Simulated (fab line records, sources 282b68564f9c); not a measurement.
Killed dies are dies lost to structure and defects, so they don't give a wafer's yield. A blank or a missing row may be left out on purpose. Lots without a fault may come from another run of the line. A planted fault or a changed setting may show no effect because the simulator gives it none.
fab line records | flow rit_cmos
record lots=6 wafers=18 last_day=7
route steps=202 shown SPACER@127 NSD@131 PSD@143 SDANNEAL@153 M1@202
lots that met no fault: from a run of the same line without faults
start_h: hours from the record's first day to the start of the lot's first wafer shown | wait_h: hours since the lot's step before | " the same as in the row above | L1.1+2: a row that stands for several wafers | - no value, or no start given | * or withheld: withheld | < > ~ a bound
route shown NAME@n: a module of which the file shows steps, and the number in the route of the first | usual: mean/standard deviation of fault-free wafers | same: alike in all rows | chamber/n: place in a boat | sites: the reading at each site | _std_site: their standard deviation | _edge_site: outer sites' mean less inner sites' | radius_mm: how far each site lies from the wafer's centre | mask NAME#n: copy n | behind: the tool/chamber that last shaped the wafer | hold: why the lot was held/for how many hours/how that ended | device: the transistor (n, p or np) that didn't switch | end of line: the same wafers' tests at the end of the route | a step without rows: its recipe alone | killed: dies lost to structure and defects at the first sort, not the wafer's yield | map: a wafer's dies, x killed, . not, _ none there
set.NAME: the setting as run; set.NAME@STEP: as run at that earlier step | model.NAME: the simulator's own value behind a step, which no gauge read
lots at some steps of the route; a table a step, a row a wafer
services: from which hour (start_h, from the record's first day; less than 0 if before it) a tool's chamber was out of use, for how many hours, and why
## steps
# step RIT_SPACER_CLEAN_02
# recipe chemistry=SC2 mix=3:3:50 time_s=600 temp_c=75 dry=n2_spin
# step RIT_SPACER_CVD_03
# recipe material=Si3N4 target_thk_nm=250 temp_c=810 precursor=SiH2Cl2/NH3 time_s=3300 pressure_mtorr=300 sih2cl2_flow_sccm=60 nh3_flow_sccm=150
# step RIT_SPACER_THK_MEAS_04
# recipe reads=Si3N4_of_SPACER_CVD_03
# usual SPACER_NITRIDE_THK=249.6/2
# columns lot.wafer tool chamber start_h wait_h SPACER_NITRIDE_THK[nm]
L341.2 film_metro-04 - 68.69 0.0 248.5
L341.3 " - " " 249.6
L341.6 " - " " 249.7
L344.2 film_metro-03 - 80.46 0.0 248.2
L344.3 " - " " 251.1
L344.5 " - " " 250.0
L350.1 film_metro-04 - 114.96 0.0 248.7
L350.2 " - " " 249.5
L350.6 " - " " 246.9
L352.3 film_metro-04 - 129.98 0.0 252.4
L352.4 " - " " 251.9
L352.6 " - " " 252.1
L353.3 film_metro-02 - 130.34 0.0 254.2
L353.4 " - " " 252.0
L353.6 " - " " 250.8
L355.2 film_metro-02 - 148.47 0.0 249.8
L355.4 " - " " 249.1
L355.6 " - " " 251.9
# step RIT_SPACER_ETCHBACK_05
# recipe target_depth_a=2500 SF6_flow_sccm=30 CHF3_flow_sccm=30 target=Si3N4 chemistry=SF6/CHF3 pressure_mtorr=40 rf_w=250 time_s=240 stop_on=SiO2
# usual CHF3_flow_sccm=30.00/0.097 drypump_motor_current_A=5.60/0.28 oes_product_au=0.848/0.0098 throttle_valve_pct=10.27/0.13
# columns lot.wafer tool chamber start_h wait_h CHF3_flow_sccm drypump_motor_current_A oes_product_au rf_hours_counter_h throttle_valve_pct
L341.2 rie_diel-02 2 68.74 0.0 29.65 6.24 0.842 158 10.12
L341.3 " 0 " " 30.12 5.78 0.841 92 10.10
L341.6 " 1 " " 29.95 5.63 0.840 - 10.52
L344.2 rie_diel-02 0 80.51 0.0 30.07 5.76 0.834 92 10.08
L344.3 " 1 " " 29.91 5.63 0.849 151 10.53
L344.5 " 0 " " 30.12 5.79 0.842 - 10.08
L350.1 rie_diel-01 3 115.02 0.1 29.92 5.54 0.852 13 10.33
L350.2 " 1 " " 30.11 5.23 0.846 25 10.19
L350.6 " 3 " " 29.89 5.54 0.852 - 10.31
L352.3 rie_diel-01 0 130.02 0.0 30.11 5.45 0.871 127 10.19
L352.4 " 1 " " 29.92 5.22 0.849 25 10.19
L352.6 " 0 " " 29.98 5.43 0.872 - 10.19
L353.3 rie_diel-02 0 130.38 0.0 30.05 5.79 0.854 93 10.10
L353.4 " 1 " " 30.22 5.63 0.852 - 10.52
L353.6 " 3 " " 30.03 5.55 0.854 - 10.31
L355.2 rie_diel-04 3 148.52 0.0 29.88 5.93 0.838 142 10.34
L355.4 " 1 " " 30.00 5.72 0.854 - 10.24
L355.6 " 2 " " 29.88 5.16 0.851 - 10.34
# step RIT_NSD_HMDS_00
# recipe prime_time_s=60 prime_temp_c=140
# step RIT_NSD_COAT_01
# recipe resist=NOVOLAK spin_rpm=3250 resist_thk_nm=1000
# step RIT_NSD_SOFTBAKE_02
# recipe resist=NOVOLAK temp_c=90 time_s=60
# step RIT_NSD_EXPOSE_03
# recipe mask_id=M9 na=0.57 target_cd_nm=40700 dose_mj=250
# step RIT_NSD_PEB_04
# recipe resist=NOVOLAK temp_c=withheld time_s=withheld
# step RIT_NSD_DEVELOP_05
# recipe resist=NOVOLAK develop_time_s=50 dev_temp_c=23
# step RIT_NSD_OVL_MEAS_06
# usual NSD_OVL=0.0/1.4
# columns lot.wafer tool chamber start_h wait_h NSD_OVL[nm]
L341.2 overlay-01 - 69.93 - 1.1
L341.3 " - " " 3.7
L341.6 " - " " 3.1
L344.2 overlay-01 - 81.64 - 0.1
L344.3 " - " " 0.6
L344.5 " - " " 0.8
L350.1 overlay-01 - 116.02 - -0.9
L350.2 " - " " -1.5
L350.6 " - " " -2.0
L352.3 overlay-01 - 131.03 - -1.6
L352.4 " - " " -1.4
L352.6 " - " " 0.1
L353.3 overlay-02 - 131.52 - 2.7
L353.4 " - " " 1.7
L353.6 " - " " -0.5
L355.2 overlay-01 - 149.53 - 0.8
L355.4 " - " " -0.7
L355.6 " - " " 0.1
# step RIT_NSD_HARDBAKE_07
# recipe resist=NOVOLAK temp_c=140 time_s=60
# step RIT_NSD_IMPLANT_08
# recipe species=P energy_kev=25 dose_cm2=1e+15 tilt_deg=7
# usual dose_ions_cm2=1.0001e+15/1.1e+12 end_station_pressure_torr=7.5e-06/3.3e-07 faraday_current_uA=3125/62
# same implant_ion_amu=31
# columns lot.wafer tool chamber start_h wait_h dose_ions_cm2 end_station_pressure_torr faraday_current_uA
L341.2 implanter-01 0 70.13 0.1 1.0004e+15 8.4e-06 3260
L341.3 " 0 " " 9.988e+14 7.4e-06 3149
L341.6 " 0 " " 1.0003e+15 7.3e-06 2962
L344.2 implanter-02 0 81.84 0.1 1.0003e+15 7.6e-06 3153
L344.3 " 0 " " 1.0012e+15 7.4e-06 3076
L344.5 " 0 " " 1.0003e+15 7.2e-06 3207
L350.1 implanter-02 0 116.21 0.1 7.005e+14 6.6e-06 2285
L350.2 " 0 " " 7.009e+14 6.3e-06 2211
L350.6 " 0 " " 6.994e+14 6.4e-06 2249
L352.3 implanter-02 0 131.25 0.1 6.984e+14 6.9e-06 2197
L352.4 " 0 " " 6.992e+14 7e-06 2155
L352.6 " 0 " " 6.997e+14 6.9e-06 2206
L353.3 implanter-01 0 131.74 0.1 1.0016e+15 7.3e-06 3163
L353.4 " 0 " " 1.0003e+15 7.9e-06 3017
L353.6 " 0 " " 1.0019e+15 7.4e-06 3154
L355.2 implanter-03 0 149.73 0.1 1.0009e+15 7.9e-06 3129
L355.4 " 0 " " 1.0001e+15 7.5e-06 2975
L355.6 " 0 " " 1.0016e+15 7.8e-06 3163
# step RIT_NSD_STRIP_09
# recipe chemistry=O2 time_s=180 resist=NOVOLAK platen_temp_c=withheld power_w=500 pressure_mtorr=4000 o2_flow_sccm=4000
# usual drypump_motor_current_A=6.1/0.38
# columns lot.wafer tool chamber start_h wait_h drypump_motor_current_A rf_hours_counter_h
L341.2 plasma_asher-03 0 70.26 0.1 5.4 42
L341.3 " 1 " " 6.4 -
L341.6 " 1 " " 6.4 -
L344.2 plasma_asher-01 0 81.97 0.1 6.5 28
L344.3 " 1 " " 6.0 -
L344.5 " 0 " " 6.5 -
L350.1 plasma_asher-01 1 116.36 0.1 6.0 31
L350.2 " 0 " " 6.5 31
L350.6 " 0 " " 6.5 -
L352.3 plasma_asher-02 1 131.41 0.1 5.5 -
L352.4 " 0 " " 6.2 -
L352.6 " 0 " " 6.2 -
L353.3 plasma_asher-01 0 131.90 0.1 6.5 -
L353.4 " 1 " " 6.0 -
L353.6 " 0 " " 6.5 -
L355.2 plasma_asher-01 0 149.86 0.1 6.5 35
L355.4 " 1 " " 6.0 -
L355.6 " 1 " " 6.0 -
# step RIT_NSD_TW_MEAS_10
# usual NSD_TW=3123/15
# columns lot.wafer tool chamber start_h wait_h hold NSD_TW
L341.2 film_metro-02 - 70.44 0.1 - 3133
L341.3 " - " " - 3129
L341.6 " - " " - 3130
L344.2 film_metro-04 - 82.15 0.1 - 3141
L344.3 " - " " - 3144
L344.5 " - " " - 3128
L350.1 film_metro-02 - 116.53 0.1 await_dispo/0.2h/release 2889
L350.2 " - " " await_dispo/0.2h/release 2879
L350.6 " - " " await_dispo/0.2h/release 2859
L350.1 film_metro-02 - 116.86 0.3 - 2867
L350.2 " - " " - 2873
L350.6 " - " " - 2881
L352.3 film_metro-01 - 131.55 0.1 await_dispo/0.2h/release 2878
L352.4 " - " " await_dispo/0.2h/release 2885
L352.6 " - " " await_dispo/0.2h/release 2865
L352.3 film_metro-01 - 131.77 0.2 - 2879
L352.4 " - " " - 2873
L352.6 " - " " - 2869
L353.3 film_metro-04 - 132.04 0.1 - 3136
L353.4 " - " " - 3151
L353.6 " - " " - 3152
L355.2 film_metro-02 - 150.04 0.1 - 3116
L355.4 " - " " - 3129
L355.6 " - " " - 3114
# step RIT_PSD_COAT_01
# recipe resist=NOVOLAK spin_rpm=3250 resist_thk_nm=1000
# step RIT_PSD_SOFTBAKE_02
# recipe resist=NOVOLAK temp_c=90 time_s=60
# step RIT_PSD_EXPOSE_03
# recipe mask_id=M10 na=0.57 target_cd_nm=40900 dose_mj=250
# step RIT_PSD_PEB_04
# recipe resist=NOVOLAK temp_c=withheld time_s=withheld
# step RIT_PSD_DEVELOP_05
# recipe resist=NOVOLAK develop_time_s=50 dev_temp_c=23
# step RIT_PSD_OVL_MEAS_06
# usual PSD_OVL=0.2/1.3
# columns lot.wafer tool chamber start_h wait_h PSD_OVL[nm]
L341.2 overlay-01 - 71.48 - 1.1
L341.3 " - " " 1.3
L341.6 " - " " 0.3
L344.2 overlay-01 - 83.06 - 1.4
L344.3 " - " " 0.9
L344.5 " - " " -0.9
L350.1 overlay-01 - 122.54 - -2.0
L350.2 " - " " -2.0
L350.6 " - " " -1.1
L353.3 overlay-01 - 133.06 - -0.5
L353.4 " - " " 1.7
L353.6 " - " " -0.7
L352.3 overlay-01 - 136.69 - 2.2
L352.4 " - " " 1.6
L352.6 " - " " 1.6
L355.2 overlay-01 - 151.07 - 0.9
L355.4 " - " " 1.0
L355.6 " - " " -0.3
# step RIT_PSD_HARDBAKE_07
# recipe resist=NOVOLAK temp_c=140 time_s=60
# step RIT_PSD_IMPLANT_08
# recipe species=BF2 energy_kev=27 dose_cm2=5e+15 tilt_deg=7
# step RIT_PSD_STRIP_09
# recipe chemistry=O2 time_s=180 resist=NOVOLAK platen_temp_c=withheld power_w=500 pressure_mtorr=4000 o2_flow_sccm=4000
# usual drypump_motor_current_A=5.9/0.39
# columns lot.wafer tool chamber start_h wait_h drypump_motor_current_A rf_hours_counter_h
L341.2 plasma_asher-04 0 71.93 0.1 5.9 45
L341.3 " 0 " " 6.0 -
L341.6 " 0 " " 5.9 -
L344.2 plasma_asher-03 0 83.39 0.1 5.4 43
L344.3 " 0 " " 5.4 -
L344.5 " 0 " " 5.4 -
L350.1 plasma_asher-03 0 122.87 0.1 5.4 0
L350.2 " 1 " " 6.4 0
L350.6 " 1 " " 6.4 -
L353.3 plasma_asher-02 1 133.45 0.1 5.5 -
L353.4 " 0 " " 6.2 -
L353.6 " 0 " " 6.2 -
L352.3 plasma_asher-03 0 137.13 0.1 5.5 -
L352.4 " 1 " " 6.4 -
L352.6 " 0 " " 5.5 -
L355.2 plasma_asher-04 1 151.40 0.1 5.8 53
L355.4 " 0 " " 5.9 -
L355.6 " 1 " " 5.7 -
# step RIT_PSD_TW_MEAS_10
# usual PSD_TW=3428/16
# columns lot.wafer tool chamber start_h wait_h PSD_TW
L341.2 film_metro-04 - 72.11 0.1 3417
L341.3 " - " " 3417
L341.6 " - " " 3439
L344.2 film_metro-04 - 83.57 0.1 3448
L344.3 " - " " 3452
L344.5 " - " " 3435
L350.1 film_metro-04 - 123.05 0.1 3451
L350.2 " - " " 3429
L350.6 " - " " 3461
L353.3 film_metro-04 - 133.58 0.1 3458
L353.4 " - " " 3456
L353.6 " - " " 3443
L352.3 film_metro-02 - 137.27 0.1 3413
L352.4 " - " " 3414
L352.6 " - " " 3409
L355.2 film_metro-02 - 151.59 0.1 3431
L355.4 " - " " 3415
L355.6 " - " " 3433
# step RIT_SDANNEAL_CLEAN_00
# recipe chemistry=SC1 mix=3:3:50 time_s=600 temp_c=75
# step RIT_SDANNEAL_CLEAN_01
# recipe chemistry=dHF dilution=50:1 time_s=30
# step RIT_SDANNEAL_CLEAN_02
# recipe chemistry=SC2 mix=3:3:50 time_s=600 temp_c=75 dry=n2_spin
# step RIT_SDANNEAL_RTA_03
# recipe temp_c=1050 time_s=5 idle_temp_c=600 ramp_up_c_per_s=342 ramp_down_c_per_s=171 cool_to_c=600 ambient=N2
# usual chamber_o2_ppm=2.003/0.022 wafer_temp_C_max=1053.5/1.1
# columns lot.wafer tool chamber start_h wait_h chamber_o2_ppm wafer_temp_C_max
L341.2 rtp_anneal-02 0 72.54 0.0 1.980 1053.2
L341.3 " 0 " " 1.967 1055.4
L341.6 " 0 " " 1.991 1051.9
L344.2 rtp_anneal-01 0 84.02 0.0 2.023 1053.0
L344.3 " 0 " " 2.033 1054.5
L344.5 " 0 " " 2.037 1056.0
L350.1 rtp_anneal-02 0 123.51 0.0 2.003 1054.2
L350.2 " 0 " " 2.001 1053.0
L350.6 " 0 " " 2.007 1054.3
L353.3 rtp_anneal-01 0 134.01 0.0 2.009 1054.8
L353.4 " 0 " " 1.989 1053.3
L353.6 " 0 " " 2.018 1053.3
L352.3 rtp_anneal-02 0 137.74 0.0 2.020 1052.8
L352.4 " 0 " " 2.013 1053.5
L352.6 " 0 " " 2.030 1054.9
L355.2 rtp_anneal-02 0 152.05 0.0 1.993 1053.0
L355.4 " 0 " " 2.029 1053.7
L355.6 " 0 " " 2.023 1053.0
# step RIT_SDANNEAL_RS_MEAS_04
# recipe thk_meas_gauge=four-point-probe
# usual PSD_RS=115.84/0.24
# columns lot.wafer tool chamber start_h wait_h PSD_RS[ohm/sq]
L341.2 film_metro-04 - 72.61 0.1 115.95
L341.3 " - " " 115.40
L341.6 " - " " 115.91
L344.2 film_metro-04 - 84.09 0.1 115.85
L344.3 " - " " 115.80
L344.5 " - " " 115.66
L350.1 film_metro-01 - 123.56 0.0 116.29
L350.2 " - " " 116.08
L350.6 " - " " 116.05
L353.3 film_metro-04 - 134.09 0.1 115.80
L353.4 " - " " 115.24
L353.6 " - " " 115.88
L352.3 film_metro-01 - 137.83 0.1 115.51
L352.4 " - " " 115.74
L352.6 " - " " 115.69
L355.2 film_metro-04 - 152.12 0.1 116.20
L355.4 " - " " 115.60
L355.6 " - " " 115.82
# step RIT_SDANNEAL_RS_MEAS_05
# recipe thk_meas_gauge=four-point-probe
# usual NSD_RS=84.55/0.28
# columns lot.wafer tool chamber start_h wait_h hold NSD_RS[ohm/sq]
L341.2 film_metro-04 - 72.73 0.1 - 84.94
L341.3 " - " " - 84.86
L341.6 " - " " - 84.91
L344.2 film_metro-04 - 84.21 0.1 - 84.65
L344.3 " - " " - 84.22
L344.5 " - " " - 84.67
L350.1 film_metro-01 - 123.68 0.1 await_dispo/0.2h/release 112.34
L350.2 " - " " await_dispo/0.2h/release 112.56
L350.6 " - " " await_dispo/0.2h/release 112.13
L350.1 film_metro-01 - 123.97 0.3 - 112.26
L350.2 " - " " - 112.58
L350.6 " - " " - 112.09
L353.3 film_metro-04 - 134.21 0.1 - 84.10
L353.4 " - " " - 84.22
L353.6 " - " " - 84.08
L352.3 film_metro-01 - 137.95 0.1 await_dispo/0.2h/release 113.00
L352.4 " - " " await_dispo/0.2h/release 112.38
L352.6 " - " " await_dispo/0.2h/release 112.84
L352.3 film_metro-01 - 138.24 0.3 - 112.86
L352.4 " - " " - 112.64
L352.6 " - " " - 112.97
L355.2 film_metro-04 - 152.24 0.1 - 84.49
L355.4 " - " " - 84.43
L355.6 " - " " - 84.39
# step RIT_M1_PROBE_99
# usual defect_limited_yield=97.5/1 killed_at_contacts=0.0/0.25 killed_at_front_end=6.6/2.7 killed_dies=6.7/2.7 killed_open=3.3/1.9 killed_short=3.4/1.9 sort_bin_3_pad_short=0.1/0.24 sort_bin_5_function=1.5/0.78 sort_bin_6_memory=0.9/0.69 sort_n_pass=257.3/2.7 sort_yield_pct=97.5/1
# same gross_dies=264 killed_at_M0_to_M3=0 killed_at_M4_up=0 killed_at_back_side=0 killed_at_other=0
# columns lot.wafer tool chamber start_h wait_h defect_limited_yield[%] killed_at_contacts killed_at_front_end killed_dies killed_open killed_short sort_bin_3_pad_short[%] sort_bin_5_function[%] sort_bin_6_memory[%] sort_n_pass sort_yield_pct[%]
L341.2 prober-01 - 80.47 0.1 96.6 0 9 9 3 6 0 1.9 1.5 255.0 96.6
L341.3 prober-01 - 80.52 0.2 96.6 0 9 9 8 1 0 2.7 0.8 255.0 96.6
L341.6 prober-01 - 80.67 0.2 97.3 0 7 7 3 4 0.4 1.5 0.8 257.0 97.3
L344.2 prober-02 - 92.57 0.1 97.7 0 6 6 4 2 0 1.9 0.4 258.0 97.7
L344.3 prober-02 - 92.62 0.2 98.1 0 5 5 2 3 0 1.1 0.8 259.0 98.1
L344.5 prober-02 - 92.72 0.2 95.5 0 12 12 9 3 0 3.8 0.8 252.0 95.5
L353.3 prober-01 - 144.20 0.2 97.0 0 8 8 5 3 0.4 1.9 0.8 256.0 97.0
L353.4 prober-01 - 144.25 0.2 95.8 1 10 11 7 4 0.8 3.0 0.4 253.0 95.8
L353.6 prober-01 - 144.35 0.2 97.7 0 6 6 2 4 0 1.1 1.1 258.0 97.7
L355.2 prober-01 - 161.67 0.1 97.0 0 8 8 3 5 0 1.9 1.1 256.0 97.0
L355.4 prober-01 - 161.77 0.2 97.3 0 7 7 1 6 0.4 1.9 0.4 257.0 97.3
L355.6 prober-01 - 161.87 0.2 97.0 0 8 8 5 3 0.4 1.9 0.8 256.0 97.0
# killed by level:class
L341.2 FOX1:geometric_particle:short=2 GATE:geometric_particle:short=2 FOX1:geometric_particle:open=1 FOX2:geometric_particle:short=1 FOX2:geometric_particle:open=1 GATE:geometric_particle:open=1 SILICIDE:geometric_particle:short=1
L341.3 FOX1:geometric_particle:open=4 GATE:geometric_particle:open=2 ACTIVE:geometric_particle:open=1 FOX1:geometric_particle:short=1 REOX:geometric_particle:open=1
L341.6 GATE:geometric_particle:short=2 FOX1:geometric_particle:open=1 FOX1:geometric_particle:short=1 SPACER:geometric_particle:short=1 SPACER:geometric_particle:open=1 SILICIDE:geometric_particle:open=1
L344.2 SILICIDE:geometric_particle:open=2 FOX1:geometric_particle:short=1 GATE:geometric_particle:open=1 GATE:geometric_particle:short=1 REOX:geometric_particle:open=1
L344.3 SPACER:geometric_particle:short=2 FOX1:geometric_particle:short=1 FOX2:geometric_particle:open=1 SPACER:geometric_particle:open=1
L344.5 GATE:geometric_particle:open=4 REOX:geometric_particle:open=2 SPACER:geometric_particle:open=2 FOX1:geometric_particle:open=1 FOX1:geometric_particle:short=1 SILICIDE:geometric_particle:short=1 GATE:geometric_particle:short=1
L353.3 GATE:geometric_particle:short=2 GATE:geometric_particle:open=2 FOX1:geometric_particle:open=1 REOX:geometric_particle:short=1 SPACER:geometric_particle:open=1 SILICIDE:geometric_particle:open=1
L353.4 GATE:geometric_particle:open=3 FOX1:geometric_particle:short=1 FOX2:geometric_particle:open=1 FOX2:geometric_particle:short=1 REOX:geometric_particle:open=1 SPACER:geometric_particle:open=1 SILICIDE:geometric_particle:short=1 SILICIDE:geometric_particle:open=1
L353.6 GATE:geometric_particle:short=2 FOX2:geometric_particle:short=1 GATE:geometric_particle:open=1 SILICIDE:geometric_particle:open=1 SILICIDE:geometric_particle:short=1
L355.2 GATE:geometric_particle:open=2 SILICIDE:geometric_particle:short=2 FOX1:geometric_particle:short=1 GATE:geometric_particle:short=1 SPACER:geometric_particle:short=1 SILICIDE:geometric_particle:open=1
L355.4 SILICIDE:geometric_particle:short=3 FOX1:geometric_particle:short=1 GATE:geometric_particle:short=1 REOX:geometric_particle:open=1 SPACER:geometric_particle:short=1
L355.6 FOX1:geometric_particle:open=2 REOX:geometric_particle:open=2 GATE:geometric_particle:open=1 GATE:geometric_particle:short=1 SPACER:geometric_particle:short=1 SILICIDE:geometric_particle:short=1
## services
# columns tool chamber start_h hours kind
rie_diel-02 2 47.65 11.6 repair
plasma_asher-03 - 56.69 2.8 pm
implanter-03 - 57.48 2.4 pm
rie_diel-04 0 58.18 22.7 repair
rie_diel-02 3 74.83 - clean
rie_diel-02 3 74.83 14.3 scheduled_down
rie_diel-02 3 74.83 14.3 vent_cycle
rtp_anneal-02 - 83.96 29.6 pm
implanter-03 - 91.23 1.7 repair
rie_diel-02 2 104.54 - clean
rie_diel-02 2 104.54 30.5 scheduled_down
rie_diel-02 2 104.54 30.5 vent_cycle
plasma_asher-03 - 108.75 9.0 pm
plasma_asher-03 0 108.75 9.0 vent_cycle
plasma_asher-03 1 108.75 9.0 vent_cycle
rie_diel-02 1 109.40 4.0 repair
implanter-01 - 110.63 8.1 repair
plasma_asher-03 0 117.75 - clean
plasma_asher-03 1 117.75 - clean
rie_diel-04 3 127.92 6.3 repair
rie_diel-01 2 132.48 1.5 repair
rie_diel-04 0 133.90 50.4 repair
rie_diel-01 3 136.69 4.3 repair
plasma_asher-03 - 142.18 0.6 repair
## key
first_sign step=RIT_NSD_IMPLANT_08 reading=dose_ions_cm2 direction=down sigmas=99+ usual=1.0001e+15 struck=6.997e+14
effect step=RIT_NSD_IMPLANT_08 reading=faraday_current_uA direction=down sigmas=15 usual=3125 struck=2217
effect step=RIT_NSD_TW_MEAS_10 reading=visit direction=added
effect step=RIT_NSD_TW_MEAS_10 reading=NSD_TW direction=down sigmas=16 usual=3123 struck=2876
effect step=RIT_SDANNEAL_RS_MEAS_05 reading=visit direction=added
effect step=RIT_SDANNEAL_RS_MEAS_05 reading=NSD_RS direction=up sigmas=99+ usual=84.55 struck=112.54
met_at RIT_NSD_IMPLANT_08
struck_wafers L350.1,L350.2,L350.6,L352.3,L352.4,L352.6
scrapped_behind RIT_SDANNEAL_RS_MEAS_05 L350.1,L350.2,L350.6,L352.3,L352.4,L352.6
onset_between 81.84 116.21
fault kind=process_parameter_drift tool=implanter-02 chamber=- onset_h=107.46 steps=RIT_NSD_IMPLANT_08 channel=dose_cm2 offset=-3e+14 shape=step end_h=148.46 acts_in=these_recipes_only stated=1e+15
